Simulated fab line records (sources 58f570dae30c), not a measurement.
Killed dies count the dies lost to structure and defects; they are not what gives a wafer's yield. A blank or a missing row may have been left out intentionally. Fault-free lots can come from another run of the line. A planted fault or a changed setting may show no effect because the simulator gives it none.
Comparing a struck lot with a sound one + flow berkeleyCmos170 + 15 out of 331 route steps
Sound: these wafers, L666.3, L666.5, L666.6. The struck wafers were L683.1, L683.2, L683.4. At the end, the cause is stated.
At each step with rows: each side's tool, then ch and its chambers, then its first start. Under that, the readings that differ: sound wafers + struck wafers + difference of the means + sigmas: that difference in standard deviations of wafers without a fault.
alike: words and numbers the same on both sides, and readings whose means are apart by under 2 such deviations; not compared: readings that were withheld, readings missing a value for some wafer, numbers with overlapping values and no deviation given by the record, and bounds like >300 which may hide the same value.
The two part at a step that has a row with sigmas, a row that says differs or no value, or rows on one side only. When numbers do not overlap yet have no deviation, they are printed without sigmas and do not part them. A reading that every wafer of one side lacks parts them only if that side has two wafers or more.

first, 3 steps without rows for these wafers: UCB170_V1_EXPOSE_09 (exposes mask VIA1, target cd 700 nm); UCB170_V1_PEB_10; UCB170_V1_DEVELOP_11 (develop time 46.4 s).
UCB170_V1_CD_MEAS_12: the cd target is 700 nm.
  sound: cdSem-02 at day 8 07:17; struck: cdSem-02 at day 11 08:01
  alike: cdNm
UCB170_V1_OVL_MEAS_13:
  sound: overlay-02 at day 8 07:22; struck: overlay-02 at day 11 08:08
  alike: V1_OVL
UCB170_V1_ETCH_14: etches SiO2 in CHF3/CF4/Ar, stops on Al, target depth 1250 nm, time 291 s.
  sound on rieDiel-04 ch 0,1, day 8 07:24; struck on rieDiel-04 ch 0,1,2, day 11 08:10
  alike: drypumpMotorCurrentA, oesProductAu, rfFwdPowerW, throttleValvePct
  not compared: rfHoursCounterH
UCB170_V1_STRIP_15: strips in O2.
  sound on plasmaAsher-03 ch 0,1, day 8 07:37; struck on plasmaAsher-04 ch 0,1, day 11 08:20
  alike: drypumpMotorCurrentA, oesProductAu, stripTimeToEndpointS
  not compared: rfHoursCounterH
UCB170_V1_CD_MEAS_90: the cd target is 700 nm.
  sound: cdSem-02 at day 8 07:43; struck: cdSem-01 at day 11 08:26
  alike: cdNm
then, 1 step without rows for these wafers: UCB170_M2_PRE_CLEAN_00 (preclean etch time 60 s).
UCB170_M2_SPUTTER_01: material Al, target thk 900 nm, time 120 s.
  sound: pvdSputter-04 at day 8 07:52; struck: pvdSputter-02 at day 11 08:38
  alike: throttleValvePct
UCB170_M2_RS_MEAS_02: a four-point-probe measurement.
  sound: filmMetro-04 at day 8 07:59; struck: filmMetro-02 at day 11 08:43
  alike: M2_AL_RS
UCB170_M2_THK_MEAS_03: measures by xrf.
  sound: filmMetro-04 at day 8 08:05; struck: filmMetro-02 at day 11 08:50
  alike: M2_AL_THK
UCB170_M2_HMDS_04: prime time 60 s.
  sound on lithoTrack-01 ch 0, day 8 08:14; struck on lithoTrack-02 ch 0, day 11 09:28
| reading        | sound             | struck            | difference | sigmas |
|----------------|-------------------|-------------------|------------|--------|
| primeTempC (C) | 99.96 99.91 99.99 | 98.48 98.39 98.34 | -1.55      | -13    |
  alike: exhaustPa
then, 2 steps without rows for these wafers: UCB170_M2_COAT_05 (resist thk 900 nm); UCB170_M3_PROBE_99.

## WHERE THEY PART
Within this record, at UCB170_M2_HMDS_04 only.

WHY: whatever the simulator had introduced
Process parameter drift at UCB170_M2_HMDS_04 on lithoTrack-02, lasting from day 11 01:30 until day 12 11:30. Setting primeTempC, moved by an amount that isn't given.
